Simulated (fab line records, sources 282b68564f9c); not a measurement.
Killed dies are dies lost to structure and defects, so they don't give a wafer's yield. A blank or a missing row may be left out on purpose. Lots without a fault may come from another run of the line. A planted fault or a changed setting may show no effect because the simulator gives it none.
Which tool did it? | flow rit_cmos | 16 lots, 48 wafers sampled, at 3 steps of a route of 202

WHAT THE GAUGES READ, wafer by wafer
RIT_ACTIVE_CD_MEAS_11: target cd 1400 nm. Usual: cd_nm 1400.2 nm, standard deviation 2.2.
lot  | measured    | on        | cd_nm (nm)           | flag
L337 | day 1 22:34 | cd_sem-01 | 1398.1 1397.0 1399.7 |
L338 | day 2 01:34 | cd_sem-02 | 1399.6 1397.3 1396.7 |
L339 | day 2 05:26 | cd_sem-02 | 1399.0 1400.5 1399.2 |
L340 | day 2 12:52 | cd_sem-01 | 1402.1 1402.0 1400.2 |
L341 | day 2 15:37 | cd_sem-02 | 1400.1 1399.9 1399.5 |
L342 | day 2 20:41 | cd_sem-02 | 1397.8 1397.8 1398.5 |
L343 | day 3 02:40 | cd_sem-02 | 1398.3 1398.6 1398.2 |
L345 | day 3 11:41 | cd_sem-02 | 1404.4 1405.0 1402.5 |
L346 | day 3 17:39 | cd_sem-01 | 1401.8 1402.7 1402.8 |
L349 | day 4 07:46 | cd_sem-02 | 1398.8 1401.5 1400.9 |
L351 | day 4 17:26 | cd_sem-02 | 1400.7 1401.7 1400.1 |
L352 | day 5 03:28 | cd_sem-02 | 1400.3 1401.7 1400.3 |
L353 | day 5 03:42 | cd_sem-01 | 1400.3 1401.2 1403.0 |
L355 | day 5 14:42 | cd_sem-02 | 1401.3 1400.4 1400.7 |
L356 | day 5 18:53 | cd_sem-02 | 1399.9 1400.1 1400.7 |
L357 | day 5 23:46 | cd_sem-01 | 1397.9 1399.2 1396.7 |

RIT_NWELL_OVL_MEAS_06. Usual: NWELL_OVL 0.7 nm, standard deviation 1.4.
lot  | measured    | on         | NWELL_OVL (nm)       | flag
L337 | day 2 06:33 | overlay-02 | -0.7 -0.7 -1.4       |
L338 | day 2 11:30 | overlay-02 | -2.0 0.1 -0.1        |
L339 | day 2 16:28 | overlay-02 | -0.6 0.9 0.7         |
L340 | day 2 20:29 | overlay-01 | 1.6 0.0 0.1          |
L341 | day 2 23:08 | overlay-01 | -0.7 0.9 0.1         |
L342 | day 3 05:13 | overlay-01 | 0.3 1.0 -0.4         |
L343 | day 3 15:00 | overlay-01 | 2.6 3.7 3.2          |
L345 | day 3 21:41 | overlay-01 | 0.8 0.8 0.3          |
L346 | day 4 01:25 | overlay-02 | -149.4 -149.4 -148.8 | OFF
L349 | day 4 14:03 | overlay-02 | -150.1 -149.3 -150.4 | OFF
L351 | day 5 04:22 | overlay-02 | -1.0 -0.6 -1.0       |
L352 | day 5 09:52 | overlay-01 | -149.4 -150.0 -148.1 | OFF
L353 | day 5 09:59 | overlay-02 | -150.0 -150.5 -150.2 | OFF
L355 | day 5 21:11 | overlay-02 | -1.4 -2.1 -0.1       |
L356 | day 6 02:29 | overlay-01 | 2.8 1.6 2.9          |
L357 | day 6 06:19 | overlay-02 | 3.4 2.6 4.1          |

WHICH TOOL RAN EACH LOT (tool, then ch and the chambers of the sampled wafers, then the start)
lot  | RIT_NWELL_EXPOSE_03
L337 | iline_stepper-01 ch 0, day 2 06:08
L338 | iline_stepper-01 ch 0, day 2 11:05
L339 | iline_stepper-01 ch 0, day 2 16:02
L340 | iline_stepper-02 ch 0, day 2 20:01
L341 | iline_stepper-01 ch 0, day 2 22:43
L342 | iline_stepper-01 ch 0, day 3 04:47
L343 | iline_stepper-02 ch 0, day 3 14:34
L345 | iline_stepper-02 ch 0, day 3 21:11
L346 | iline_stepper-02 ch 0, day 4 01:01
L349 | iline_stepper-02 ch 0, day 4 13:38
L351 | iline_stepper-01 ch 0, day 5 03:56
L352 | iline_stepper-02 ch 0, day 5 09:26
L353 | iline_stepper-02 ch 0, day 5 09:34
L355 | iline_stepper-01 ch 0, day 5 20:45
L356 | iline_stepper-01 ch 0, day 6 02:04
L357 | iline_stepper-01 ch 0, day 6 05:54
- RIT_NWELL_EXPOSE_03: exposes mask M2, target cd 43900 nm.

WHAT THE TOOLS THEMSELVES READ (means of the sampled wafers that have a number; where no wafer has one, the mark that the record gives instead)
The record holds no such reading with a usual standard deviation.

THE ANSWER, worked out from the rows above alone
Rule: a lot is off if the mean of its wafers that have a number lies more than 3 standard deviations from the usual mean. A lot without any number at a reading at which 4 lots or more have one is off too. The other lots that the step has rows for count as sound. The gauges are gone through in route order, then the tools' own readings, and for those a lot's mean is taken as printed above. The first step at which some lot is off is used, and at that step the reading that is off furthest; a lot without a number counts as furthest.
Off: L346, L349, L352, L353, at RIT_NWELL_OVL_MEAS_06 (NWELL_OVL).
A tool fits if, at a process step before that reading, it ran every lot that is off, and no sound lot after the first of them. The gauges at RIT_NWELL_OVL_MEAS_06 are tried like those tools. One fits: iline_stepper-02 at RIT_NWELL_EXPOSE_03. Its last sound lot is L345 (day 3 21:11), its first lot that is off L346 (day 4 01:01): a fault that began between those two fits.

WHAT THE SIMULATOR HAD PUT IN
Scanner matching overlay: iline_stepper-02, from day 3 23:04 on, at RIT_NWELL_EXPOSE_03. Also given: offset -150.
Lots struck among those shown: L346, L349, L352, L353. The rule above found the same.
